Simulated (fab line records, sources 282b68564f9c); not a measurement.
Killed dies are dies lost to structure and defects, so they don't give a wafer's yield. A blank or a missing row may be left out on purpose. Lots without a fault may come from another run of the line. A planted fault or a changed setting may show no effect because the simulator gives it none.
Problem report in the 8D (eight disciplines) form, filled by code | flow rit_cmos | the parts of the form that need people (team, actions taken, sign-off) are left out

1. THE PROBLEM
GATE_OXIDE_THK at RIT_GATE_THK_MEAS_07 reads a mean of 4.68 nm on 6 wafers of 2 lots; wafers without a fault read 3.04 nm with a standard deviation of 0.07. That is +23 standard deviations from the usual mean.
First seen on wafer L846.1, day 4 10:50, on film_metro-02. The record holds 39 wafers of 13 lots with a number at this step. Rule for "out", or "out of limits": more than 4 standard deviations from the usual mean. The other wafers with a number count as sound.

2. WHAT IT IS AND WHAT IT IS NOT
question                    | is                           | is not
which readings at this step | GATE_OXIDE_THK               | -
which lots                  | L846, L848                   | L837, L838, L839, L840, L841, L842, L843, L847, L854, L856, L860
which wafers of those lots  | all that have a number       | -
read on which gauges        | film_metro-01, film_metro-02 | film_metro-04
when                        | from day 4 10:50             | up to then (21 sound wafers); but 12 sound wafers of L847, L854, L856, L860 came after

3. SUSPECTS, AND WHAT RULES EACH OUT
Counting: a tool at a process step up to the reading stays a suspect if it ran every lot that is out and no sound lot after the first of them.
- the gauge at RIT_GATE_THK_MEAS_07: ruled out. The wafers that are out were read on 2 gauges (film_metro-01, film_metro-02).
- furnace-03 at RIT_GATE_OXIDATION_05 (target thk 3 nm, ox time 270 s): kept. It ran every lot that is out, first L846 (day 4 09:31), and no sound lot after that. Its own readings are out on those wafers: spike_tc_centre_C, spike_tc_load_C, spike_tc_source_C, tube_center_temp_C, tube_center_temp_C_max.
Left after counting: furnace-03 at RIT_GATE_OXIDATION_05.

4. THE CAUSE (what the simulator had put in)
Process parameter drift: furnace-03, from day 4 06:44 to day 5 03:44, at RIT_GATE_OXIDATION_05. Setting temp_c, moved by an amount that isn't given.
Counting left only this tool.

5. THE CHAIN OF EFFECTS, in route order
Each row: a reading whose mean over the struck wafers that have a number lies more than 3 standard deviations from the usual. Only readings for which the record gives a usual standard deviation are gone through. hours: the time from each lot's start at the first step in this table that gives one to its start at this step, as a median over the lots. sigmas: the change in usual standard deviations.
hours | step                  | reading                | usual    | on struck wafers | change | sigmas
0     | RIT_GATE_OXIDATION_05 | spike_tc_centre_C      | 902.7 C  | 942.1            | +39.4  | +22
0     | RIT_GATE_OXIDATION_05 | spike_tc_load_C        | 924.5 C  | 964.9            | +40.4  | +20
0     | RIT_GATE_OXIDATION_05 | spike_tc_source_C      | 926.9 C  | 967.0            | +40.1  | +14
0     | RIT_GATE_OXIDATION_05 | tube_center_temp_C     | 900.01 C | 937.72           | +37.71 | +99 or more
0     | RIT_GATE_OXIDATION_05 | tube_center_temp_C_max | 902.3    | 940.0            | +37.8  | +99 or more
1     | RIT_GATE_THK_MEAS_07  | GATE_OXIDE_THK         | 3.04 nm  | 4.68             | +1.64  | +23
The process steps in it:
- RIT_GATE_OXIDATION_05: target thk 3 nm, ox time 270 s.
Later measuring or inspecting steps at which every struck wafer that the step has a row for has a number for every such reading, and none has moved that far: RIT_SILICIDE_RS_MEAS_02.

6. WHAT WOULD HAVE CAUGHT IT SOONER
In this record the first reading out of limits at a measuring or inspecting step was taken at day 4 10:50, 4 hours after the fault began at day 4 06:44.
The tool's own readings at RIT_GATE_OXIDATION_05 were out on every struck wafer that the step has a row for (spike_tc_centre_C, spike_tc_load_C, spike_tc_source_C, tube_center_temp_C, tube_center_temp_C_max): an alarm limit on them would have fired on the first of those.
Of the lots that are out (2), L848 began RIT_GATE_OXIDATION_05 on furnace-03 after day 4 10:50. A hold on the tool at that time would have spared it.
